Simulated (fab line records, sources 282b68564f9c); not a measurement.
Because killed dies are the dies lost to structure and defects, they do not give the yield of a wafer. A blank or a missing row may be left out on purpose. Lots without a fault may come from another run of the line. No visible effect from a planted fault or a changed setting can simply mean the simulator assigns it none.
fab line records | flow rit_cmos
record lots=14 | wafers=42 | last_day=8
route steps=202 shown GATE@81 SPACER@129 SILICIDE@163 M1@202
lots that met no fault: taken from a fault-free run of the same line
start_h: hours from the record's first day to the start of the lot's first wafer shown | wait_h: time in hours since the lot's previous step | " repeats the value in the row above | L1.1+2: one row covering several wafers at once | - no value present, or no start provided | * or withheld: withheld | < > ~ a bound
route shown NAME@n: names a module that has steps shown in the file, with the first one's number in the route | usual: mean/standard deviation taken from wafers without a fault | same: alike in all rows | chamber/n: place in a boat | sites: readings site by site | _std_site: the values' standard deviation | _edge_site: the outer-site mean with the inner-site mean subtracted | radius_mm: for every site, how far away it sits from the centre of the wafer | mask NAME#n: copy n | behind: the tool/chamber that last shaped the wafer | hold: why the lot was held/for how many hours/how that ended | device: names the non-switching transistor (n, p or np) | end of line: tests run on the same wafers once the route is complete | step lacking rows: just its recipe | killed: the dies lost at the first sort to structure and to defects; this is not the yield of the wafer | map: a wafer's dies, marking killed ones x, the rest . and places with no die _
set.NAME: the run value of the setting; set.NAME@STEP: its run value at that earlier step | model.NAME: the simulator's own value behind a step, which no gauge read
the route's steps for a sample of lots (tables are steps, rows are wafers)
services: a tool's chamber out of use, with start hour (start_h, from the record's first day; less than 0 if before it), hours out, and reason
## steps
# step RIT_GATE_OXIDATION_05
# recipe temp_c=893.1 | ambient=O2 | target_thk_a=30 | ox_time_s=270
# usual spike_tc_source_C=917.7/1.9 | zone_power_load_pct=24/3.2
lot.wafer | tool       | chamber | start_h | wait_h | spike_tc_source_C | zone_power_load_pct
L860.2    | furnace-04 | 0       | 38.04   | 1.5    | 915.0             | 28
L860.5    | "          | 0       | "       | "      | 917.7             | 29
L860.6    | "          | 0       | "       | "      | 914.9             | 28
L861.1    | furnace-01 | 0       | 44.20   | 1.0    | 914.0             | 24
L861.3    | "          | 0       | "       | "      | 916.5             | 24
L861.4    | "          | 0       | "       | "      | 918.0             | 24
L863.2    | furnace-04 | 0       | 50.02   | 0.8    | 914.5             | 29
L863.5    | "          | 0       | "       | "      | 915.9             | 29
L863.6    | "          | 0       | "       | "      | 918.3             | 29
L865.1    | furnace-01 | 0       | 65.64   | 3.3    | 917.3             | 24
L865.3    | "          | 0       | "       | "      | 916.6             | 24
L865.5    | "          | 0       | "       | "      | 916.0             | 24
L866.3    | furnace-03 | 0       | 66.76   | 0.6    | 920.7             | 21
L866.4    | "          | 0       | "       | "      | 919.5             | 21
L866.6    | "          | 0       | "       | "      | 918.6             | 22
L867.1    | furnace-03 | 0       | 78.45   | 1.6    | 918.6             | 21
L867.2    | "          | 0       | "       | "      | 918.8             | 21
L867.3    | "          | 0       | "       | "      | 918.2             | 21
L868.1    | furnace-04 | 0       | 80.99   | 0.1    | 915.6             | 29
L868.5    | "          | 0       | "       | "      | 916.4             | 29
L868.6    | "          | 0       | "       | "      | 914.0             | 29
L870.2    | furnace-04 | 0       | 90.29   | 2.2    | 915.7             | 29
L870.5    | "          | 0       | "       | "      | 916.2             | 29
L870.6    | "          | 0       | "       | "      | 916.4             | 28
L874.3    | furnace-04 | 0       | 109.91  | 1.9    | 917.0             | 29
L874.4    | "          | 0       | "       | "      | 914.1             | 29
L874.6    | "          | 0       | "       | "      | 916.2             | 29
L876.1    | furnace-03 | 0       | 117.34  | 0.3    | 919.5             | 21
L876.4    | "          | 0       | "       | "      | 920.4             | 21
L876.5    | "          | 0       | "       | "      | 919.3             | 21
L877.2    | furnace-01 | 0       | 127.42  | 2.2    | 918.5             | 24
L877.3    | "          | 0       | "       | "      | 917.7             | 24
L877.6    | "          | 0       | "       | "      | 915.9             | 24
L878.2    | furnace-03 | 0       | 129.78  | 1.9    | 919.3             | 21
L878.5    | "          | 0       | "       | "      | 919.1             | 22
L878.6    | "          | 0       | "       | "      | 920.7             | 21
L879.2    | furnace-03 | 0       | 135.92  | 3.8    | 920.1             | 21
L879.5    | "          | 0       | "       | "      | 920.9             | 21
L879.6    | "          | 0       | "       | "      | 920.8             | 21
L883.2    | furnace-03 | 0       | 166.02  | 4.0    | 919.8             | 21
L883.3    | "          | 0       | "       | "      | 919.0             | 21
L883.5    | "          | 0       | "       | "      | 919.8             | 20
# step RIT_GATE_THK_MEAS_07
# recipe reads=SiO2_of_GATE_OXIDATION_05
# usual GATE_OXIDE_THK=2.77/0.053
lot.wafer | tool          | chamber | start_h | wait_h | hold                     | GATE_OXIDE_THK[nm]
L860.2    | film_metro-04 | -       | 39.37   | 0.0    | -                        | 2.82
L860.5    | "             | -       | "       | "      | -                        | 2.76
L860.6    | "             | -       | "       | "      | -                        | 2.84
L861.1    | film_metro-01 | -       | 46.84   | 0.0    | -                        | 2.75
L861.3    | "             | -       | "       | "      | -                        | 2.72
L861.4    | "             | -       | "       | "      | -                        | 2.81
L863.2    | film_metro-01 | -       | 55.84   | 0.0    | -                        | 2.74
L863.5    | "             | -       | "       | "      | -                        | 2.72
L863.6    | "             | -       | "       | "      | -                        | 2.64
L865.1    | film_metro-01 | -       | 68.08   | 0.0    | -                        | 2.81
L865.3    | "             | -       | "       | "      | -                        | 2.80
L865.5    | "             | -       | "       | "      | -                        | 2.80
L866.3    | film_metro-04 | -       | 68.35   | 0.0    | -                        | 2.71
L866.4    | "             | -       | "       | "      | -                        | 2.70
L866.6    | "             | -       | "       | "      | -                        | 2.74
L867.1    | film_metro-01 | -       | 80.91   | 0.0    | -                        | 2.73
L867.2    | "             | -       | "       | "      | -                        | 2.75
L867.3    | "             | -       | "       | "      | -                        | 2.78
L868.1    | film_metro-03 | -       | 83.02   | 0.0    | -                        | 2.82
L868.5    | "             | -       | "       | "      | -                        | 2.77
L868.6    | "             | -       | "       | "      | -                        | 2.85
L870.2    | film_metro-04 | -       | 93.56   | 0.0    | await_dispo/0.2h/release | 1.87
L870.5    | "             | -       | "       | "      | await_dispo/0.2h/release | 1.95
L870.6    | "             | -       | "       | "      | await_dispo/0.2h/release | 1.97
L870.2    | film_metro-04 | -       | 93.78   | 0.2    | -                        | 1.87
L870.5    | "             | -       | "       | "      | -                        | 2.00
L870.6    | "             | -       | "       | "      | -                        | 1.95
L874.3    | film_metro-03 | -       | 113.45  | 0.0    | await_dispo/0.2h/release | 2.00
L874.4    | "             | -       | "       | "      | await_dispo/0.2h/release | 2.01
L874.6    | "             | -       | "       | "      | await_dispo/0.2h/release | 2.03
L874.3    | film_metro-03 | -       | 113.67  | 0.2    | -                        | 1.96
L874.4    | "             | -       | "       | "      | -                        | 2.04
L874.6    | "             | -       | "       | "      | -                        | 1.99
L876.1    | film_metro-04 | -       | 118.66  | 0.0    | -                        | 2.77
L876.4    | "             | -       | "       | "      | -                        | 2.79
L876.5    | "             | -       | "       | "      | -                        | 2.78
L877.2    | film_metro-03 | -       | 131.12  | 0.0    | -                        | 2.77
L877.3    | "             | -       | "       | "      | -                        | 2.69
L877.6    | "             | -       | "       | "      | -                        | 2.71
L878.2    | film_metro-04 | -       | 134.62  | 0.0    | -                        | 2.77
L878.5    | "             | -       | "       | "      | -                        | 2.80
L878.6    | "             | -       | "       | "      | -                        | 2.70
L879.2    | film_metro-04 | -       | 140.71  | 0.0    | -                        | 2.70
L879.5    | "             | -       | "       | "      | -                        | 2.74
L879.6    | "             | -       | "       | "      | -                        | 2.68
L883.2    | film_metro-04 | -       | 170.18  | 0.0    | -                        | 2.74
L883.3    | "             | -       | "       | "      | -                        | 2.71
L883.5    | "             | -       | "       | "      | -                        | 2.73
# step RIT_GATE_STRIP_20
# recipe chemistry=O2 | time_s=180 | resist=NOVOLAK | platen_temp_c=withheld | power_w=500 | pressure_mtorr=4000 | o2_flow_sccm=4000
# usual drypump_motor_current_A=5.9/0.4 | o2_flow_sccm=3998/13 | rf_refl_power_W=6.7/1.3
lot.wafer | tool            | chamber | start_h | wait_h | drypump_motor_current_A | o2_flow_sccm | rf_hours_counter_h | rf_refl_power_W
L860.2    | plasma_asher-03 | 1       | 42.62   | 0.1    | 5.4                     | 3994         | 24                 | 7.2
L860.5    | "               | 1       | "       | "      | 5.4                     | 4001         | -                  | 6.8
L860.6    | "               | 0       | "       | "      | 6.2                     | 4000         | -                  | 7.1
L861.1    | plasma_asher-02 | 1       | 49.86   | 0.1    | 6.1                     | 4008         | 38                 | 7.1
L861.3    | "               | 0       | "       | "      | 6.1                     | 4017         | -                  | 4.6
L861.4    | "               | 1       | "       | "      | 6.1                     | 4012         | -                  | 7.0
L863.2    | plasma_asher-02 | 0       | 58.96   | 0.1    | 6.0                     | 3991         | 39                 | 4.2
L863.5    | "               | 0       | "       | "      | 6.0                     | 3984         | -                  | 4.1
L863.6    | "               | 1       | "       | "      | 6.1                     | 4023         | -                  | 6.9
L866.3    | plasma_asher-03 | 1       | 71.44   | 0.1    | 5.4                     | 3984         | -                  | 7.5
L866.4    | "               | 0       | "       | "      | 6.1                     | 4001         | -                  | 7.1
L866.6    | "               | 1       | "       | "      | 5.4                     | 3975         | -                  | 7.3
L865.1    | plasma_asher-02 | 0       | 71.89   | 0.1    | 6.0                     | 3979         | 40                 | 4.7
L865.3    | "               | 1       | "       | "      | 6.1                     | 3989         | -                  | 7.1
L865.5    | "               | 1       | "       | "      | 6.2                     | 3974         | -                  | 7.2
L867.1    | plasma_asher-04 | 0       | 84.72   | 0.1    | 5.1                     | 4023         | 46                 | 8.1
L867.2    | "               | 1       | "       | "      | 6.2                     | 3997         | 46                 | 7.4
L867.3    | "               | 0       | "       | "      | 5.1                     | 4018         | -                  | 7.9
L868.1    | plasma_asher-02 | 1       | 87.27   | 0.1    | 6.1                     | 3998         | 42                 | 7.1
L868.5    | "               | 1       | "       | "      | 6.1                     | 3992         | -                  | 6.8
L868.6    | "               | 0       | "       | "      | 6.1                     | 4004         | -                  | 4.5
L870.2    | plasma_asher-02 | 1       | 102.93  | 0.3    | 6.2                     | 3988         | 43                 | 7.5
L870.5    | "               | 0       | "       | "      | 6.1                     | 3998         | -                  | 4.4
L870.6    | "               | 1       | "       | "      | 6.1                     | 3983         | -                  | 7.1
L876.1    | plasma_asher-02 | 1       | 123.56  | 0.1    | 6.1                     | 3997         | 1                  | 7.2
L876.4    | "               | 1       | "       | "      | 6.1                     | 3991         | -                  | 7.1
L876.5    | "               | 0       | "       | "      | 6.1                     | 3994         | -                  | 4.5
L874.3    | plasma_asher-02 | 1       | 125.87  | 0.1    | 6.1                     | 3996         | -                  | 7.5
L874.4    | "               | 0       | "       | "      | 6.1                     | 3986         | -                  | 4.3
L874.6    | "               | 0       | "       | "      | 6.1                     | 3993         | -                  | 4.1
L878.2    | plasma_asher-02 | 0       | 140.32  | 0.1    | 6.0                     | 3992         | 2                  | 4.1
L878.5    | "               | 1       | "       | "      | 6.2                     | 3992         | -                  | 6.9
L878.6    | "               | 0       | "       | "      | 6.0                     | 4004         | -                  | 4.4
L877.2    | plasma_asher-04 | 1       | 140.74  | 0.1    | 6.2                     | 3993         | 53                 | 7.6
L877.3    | "               | 0       | "       | "      | 5.1                     | 3999         | -                  | 7.9
L877.6    | "               | 0       | "       | "      | 5.1                     | 3987         | -                  | 8.2
L879.2    | plasma_asher-04 | 1       | 146.08  | 0.1    | 6.2                     | 4010         | 53                 | 7.4
L879.5    | "               | 0       | "       | "      | 5.1                     | 3996         | -                  | 8.6
L879.6    | "               | 1       | "       | "      | 6.2                     | 4010         | -                  | 7.4
L883.2    | plasma_asher-04 | 1       | 174.10  | 0.1    | 6.1                     | 3996         | 56                 | 7.5
L883.3    | "               | 0       | "       | "      | 5.1                     | 4002         | -                  | 7.7
L883.5    | "               | 0       | "       | "      | 5.1                     | 4010         | -                  | 7.8
# step RIT_SPACER_THK_MEAS_04
# recipe reads=Si3N4_of_SPACER_CVD_03
# usual SPACER_NITRIDE_THK=250.2/2.4
lot.wafer | tool          | chamber | start_h | wait_h | SPACER_NITRIDE_THK[nm]
L860.2    | film_metro-03 | -       | 52.80   | 0.0    | 250.8
L860.5    | "             | -       | "       | "      | 250.7
L860.6    | "             | -       | "       | "      | 251.9
L861.1    | film_metro-04 | -       | 62.05   | 0.0    | 245.5
L861.3    | "             | -       | "       | "      | 246.0
L861.4    | "             | -       | "       | "      | 245.8
L863.2    | film_metro-03 | -       | 73.45   | 0.0    | 248.9
L863.5    | "             | -       | "       | "      | 253.3
L863.6    | "             | -       | "       | "      | 249.5
L865.1    | film_metro-04 | -       | 82.52   | 0.0    | 253.5
L865.3    | "             | -       | "       | "      | 249.8
L865.5    | "             | -       | "       | "      | 250.7
L866.3    | film_metro-03 | -       | 82.54   | 0.0    | 246.6
L866.4    | "             | -       | "       | "      | 247.3
L866.6    | "             | -       | "       | "      | 247.6
L867.1    | film_metro-02 | -       | 98.36   | 0.0    | 253.2
L867.2    | "             | -       | "       | "      | 253.7
L867.3    | "             | -       | "       | "      | 254.8
L868.1    | film_metro-02 | -       | 101.23  | 0.0    | 252.2
L868.5    | "             | -       | "       | "      | 253.9
L868.6    | "             | -       | "       | "      | 253.4
L870.2    | film_metro-03 | -       | 115.04  | 0.1    | 246.2
L870.5    | "             | -       | "       | "      | 244.7
L870.6    | "             | -       | "       | "      | 245.1
L876.1    | film_metro-02 | -       | 139.11  | 0.0    | 248.9
L876.4    | "             | -       | "       | "      | 250.0
L876.5    | "             | -       | "       | "      | 248.0
L874.3    | film_metro-02 | -       | 140.90  | 0.0    | 249.1
L874.4    | "             | -       | "       | "      | 247.7
L874.6    | "             | -       | "       | "      | 250.0
L877.2    | film_metro-03 | -       | 150.96  | 0.0    | 253.4
L877.3    | "             | -       | "       | "      | 253.7
L877.6    | "             | -       | "       | "      | 251.7
L878.2    | film_metro-04 | -       | 152.16  | 0.0    | 250.0
L878.5    | "             | -       | "       | "      | 251.5
L878.6    | "             | -       | "       | "      | 250.0
L879.2    | film_metro-03 | -       | 158.62  | 0.0    | 248.4
L879.5    | "             | -       | "       | "      | 247.6
L879.6    | "             | -       | "       | "      | 249.0
L883.2    | film_metro-03 | -       | 185.63  | 0.0    | 247.1
L883.3    | "             | -       | "       | "      | 249.1
L883.5    | "             | -       | "       | "      | 249.1
# step RIT_SILICIDE_RS_MEAS_02
# recipe thk_meas_gauge=four-point-probe | reads=Ti_of_SILICIDE_SPUTTER_01
# usual SILICIDE_TI_RS=48.1/0.47
lot.wafer | tool          | chamber | start_h | wait_h | SILICIDE_TI_RS[ohm/sq]
L860.2    | film_metro-03 | -       | 57.07   | 0.1    | 48.4
L860.5    | "             | -       | "       | "      | 48.1
L860.6    | "             | -       | "       | "      | 48.6
L861.1    | film_metro-04 | -       | 66.44   | 0.1    | 48.1
L861.3    | "             | -       | "       | "      | 48.4
L861.4    | "             | -       | "       | "      | 47.7
L863.2    | film_metro-04 | -       | 77.71   | 0.1    | 47.7
L863.5    | "             | -       | "       | "      | 48.3
L863.6    | "             | -       | "       | "      | 47.9
L865.1    | film_metro-04 | -       | 86.86   | 0.1    | 47.5
L865.3    | "             | -       | "       | "      | 47.2
L865.5    | "             | -       | "       | "      | 47.4
L866.3    | film_metro-01 | -       | 87.11   | 0.1    | 47.9
L866.4    | "             | -       | "       | "      | 48.2
L866.6    | "             | -       | "       | "      | 48.4
L867.1    | film_metro-03 | -       | 102.66  | 0.1    | 47.5
L867.2    | "             | -       | "       | "      | 47.6
L867.3    | "             | -       | "       | "      | 47.3
L868.1    | film_metro-04 | -       | 105.48  | 0.1    | 48.4
L868.5    | "             | -       | "       | "      | 48.3
L868.6    | "             | -       | "       | "      | 48.8
L870.2    | film_metro-01 | -       | 120.73  | 0.1    | 48.0
L870.5    | "             | -       | "       | "      | 48.5
L870.6    | "             | -       | "       | "      | 48.9
L876.1    | film_metro-04 | -       | 143.79  | 0.1    | 47.8
L876.4    | "             | -       | "       | "      | 48.1
L876.5    | "             | -       | "       | "      | 48.0
L874.3    | film_metro-04 | -       | 145.38  | 0.1    | 48.4
L874.4    | "             | -       | "       | "      | 48.2
L874.6    | "             | -       | "       | "      | 47.2
L877.2    | film_metro-04 | -       | 155.63  | 0.1    | 48.0
L877.3    | "             | -       | "       | "      | 48.5
L877.6    | "             | -       | "       | "      | 48.1
L878.2    | film_metro-01 | -       | 156.82  | 0.1    | 48.7
L878.5    | "             | -       | "       | "      | 48.4
L878.6    | "             | -       | "       | "      | 48.3
L879.2    | film_metro-04 | -       | 163.16  | 0.1    | 47.5
L879.5    | "             | -       | "       | "      | 47.9
L879.6    | "             | -       | "       | "      | 48.4
L883.2    | film_metro-03 | -       | 190.10  | 0.1    | 48.3
L883.3    | "             | -       | "       | "      | 48.3
L883.5    | "             | -       | "       | "      | 48.1
# step RIT_M1_PROBE_99
# usual killed_at_contacts=0.0/0.16 | killed_at_front_end=7/3.1 | killed_dies=7/3.1 | killed_open=3.6/2.2 | killed_short=3.4/2.1
# same gross_dies=264 | killed_at_M0_to_M3=0 | killed_at_M4_up=0 | killed_at_back_side=0 | killed_at_other=0
lot.wafer | tool      | chamber | start_h | wait_h | killed_at_contacts | killed_at_front_end | killed_dies | killed_open | killed_short
L865.1    | prober-02 | -       | 93.61   | 0.1    | 0                  | 7                   | 7           | 5           | 2
L865.3    | prober-02 | -       | 93.71   | 0.2    | 0                  | 13                  | 13          | 9           | 4
L865.5    | prober-02 | -       | 93.81   | 0.2    | 1                  | 3                   | 4           | 1           | 3
L868.1    | prober-01 | -       | 112.51  | 0.1    | 0                  | 6                   | 6           | 2           | 4
L868.5    | prober-01 | -       | 112.71  | 0.2    | 0                  | 10                  | 10          | 6           | 4
L868.6    | prober-01 | -       | 112.76  | 0.2    | 0                  | 5                   | 5           | 2           | 3
L870.2    | prober-01 | -       | 127.42  | 0.1    | 0                  | 3                   | 3           | 1           | 2
L870.5    | prober-01 | -       | 127.57  | 0.2    | 0                  | 12                  | 12          | 7           | 5
L870.6    | prober-01 | -       | 127.62  | 0.2    | 0                  | 3                   | 3           | 2           | 1
L876.1    | prober-01 | -       | 151.82  | 0.1    | 0                  | 12                  | 12          | 5           | 7
L876.4    | prober-01 | -       | 151.97  | 0.2    | 0                  | 9                   | 9           | 4           | 5
L876.5    | prober-01 | -       | 152.02  | 0.2    | 0                  | 3                   | 3           | 1           | 2
L874.3    | prober-01 | -       | 152.07  | 0.2    | 0                  | 8                   | 8           | 6           | 2
L874.4    | prober-01 | -       | 152.12  | 0.2    | 0                  | 7                   | 7           | 5           | 2
L874.6    | prober-01 | -       | 152.22  | 0.2    | 0                  | 9                   | 9           | 6           | 3
L877.2    | prober-02 | -       | 162.29  | 0.1    | 0                  | 3                   | 3           | 0           | 3
L877.3    | prober-02 | -       | 162.34  | 0.2    | 0                  | 4                   | 4           | 3           | 1
L877.6    | prober-02 | -       | 162.49  | 0.2    | 0                  | 9                   | 9           | 3           | 6
# killed by level:class
L865.1 GATE:geometric_particle:open=2 FOX1:geometric_particle:open=1 REOX:geometric_particle:short=1 REOX:geometric_particle:open=1 SPACER:geometric_particle:short=1 SILICIDE:geometric_particle:open=1
L865.3 GATE:geometric_particle:open=4 FOX2:geometric_particle:open=2 ACTIVE:geometric_particle:open=1 FOX1:geometric_particle:short=1 FOX2:geometric_particle:short=1 GATE:geometric_particle:short=1 SPACER:geometric_particle:short=1 SPACER:geometric_particle:open=1
L865.5 GATE:geometric_particle:short=2 REOX:geometric_particle:short=1 CONTACT:geometric_particle:open=1
L868.1 SILICIDE:geometric_particle:short=3 GATE:geometric_particle:open=1 GATE:geometric_particle:short=1 REOX:geometric_particle:open=1
L868.5 GATE:geometric_particle:open=5 GATE:geometric_particle:short=2 FOX1:geometric_particle:short=1 SPACER:geometric_particle:open=1 SILICIDE:geometric_particle:short=1
L868.6 GATE:geometric_particle:short=2 FOX1:geometric_particle:open=1 GATE:geometric_particle:open=1 REOX:geometric_particle:short=1
L870.2 FOX2:geometric_particle:short=1 GATE:geometric_particle:open=1 SPACER:geometric_particle:short=1
L870.5 GATE:geometric_particle:open=5 GATE:geometric_particle:short=4 FOX2:geometric_particle:short=1 REOX:geometric_particle:open=1 SPACER:geometric_particle:open=1
L870.6 REOX:geometric_particle:open=2 REOX:geometric_particle:short=1
L876.1 GATE:geometric_particle:short=4 FOX1:geometric_particle:short=3 GATE:geometric_particle:open=2 SILICIDE:geometric_particle:open=2 FOX1:geometric_particle:open=1
L876.4 SPACER:geometric_particle:short=3 GATE:geometric_particle:short=2 FOX1:geometric_particle:open=1 GATE:geometric_particle:open=1 SPACER:geometric_particle:open=1 SILICIDE:geometric_particle:open=1
L876.5 SPACER:geometric_particle:short=2 SILICIDE:geometric_particle:open=1
L874.3 GATE:geometric_particle:open=3 FOX1:geometric_particle:open=2 FOX1:geometric_particle:short=1 SPACER:geometric_particle:open=1 SILICIDE:geometric_particle:short=1
L874.4 SPACER:geometric_particle:open=3 FOX2:geometric_particle:open=1 FOX2:geometric_particle:short=1 GATE:geometric_particle:open=1 SILICIDE:geometric_particle:short=1
L874.6 GATE:geometric_particle:open=4 FOX2:geometric_particle:short=2 FOX1:geometric_particle:open=1 SPACER:geometric_particle:short=1 SPACER:geometric_particle:open=1
L877.2 SPACER:geometric_particle:short=3
L877.3 FOX1:geometric_particle:open=2 GATE:geometric_particle:short=1 SPACER:geometric_particle:open=1
L877.6 FOX1:geometric_particle:short=2 GATE:geometric_particle:short=2 FOX2:geometric_particle:short=1 GATE:geometric_particle:open=1 SPACER:geometric_particle:short=1 SPACER:geometric_particle:open=1 SILICIDE:geometric_particle:open=1
## services
tool            | chamber | start_h | hours | kind
plasma_asher-02 | -       | 34.74   | 1.7   | repair
plasma_asher-02 | -       | 68.80   | 1.6   | repair
furnace-04      | -       | 97.41   | 6.8   | pm
plasma_asher-03 | -       | 103.58  | 2.8   | pm
plasma_asher-02 | -       | 108.75  | 9.0   | pm
plasma_asher-02 | 0       | 108.75  | 9.0   | vent_cycle
plasma_asher-02 | 1       | 108.75  | 9.0   | vent_cycle
plasma_asher-02 | 0       | 117.75  | -     | clean
plasma_asher-02 | 1       | 117.75  | -     | clean
furnace-03      | -       | 138.93  | 3.1   | pm
furnace-01      | -       | 143.87  | 16.0  | pm
furnace-01      | -       | 159.84  | 3.8   | pm
furnace-01      | -       | 163.65  | 2.4   | pm
## key
first_sign step=RIT_GATE_THK_MEAS_07 | reading=visit | direction=added
effect step=RIT_GATE_THK_MEAS_07 | reading=GATE_OXIDE_THK | direction=down | sigmas=15 | usual=2.77 | struck=1.97
met_at RIT_GATE_OXIDATION_05
struck_lots L870,L874
tester_left_out L870,L874
not_acting_at RIT_GATE_STRIP_20,RIT_SPACER_THK_MEAS_04,RIT_SILICIDE_RS_MEAS_02
onset_between 80.99 90.29
fault kind=process_parameter_drift | tool=furnace-04 | chamber=- | onset_h=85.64 | steps=RIT_GATE_OXIDATION_05 | channel=ox_time_s | offset=* | shape=step | end_h=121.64 | acts_in=* | stated=*
# tester_left_out: of these lots the tester's yield and bins aren't shown, on N5 and GAA mostly nor the transistor test; their killed dies are dies lost to structure and defects alone, not to doping, threshold or leakage, so they don't give the yield
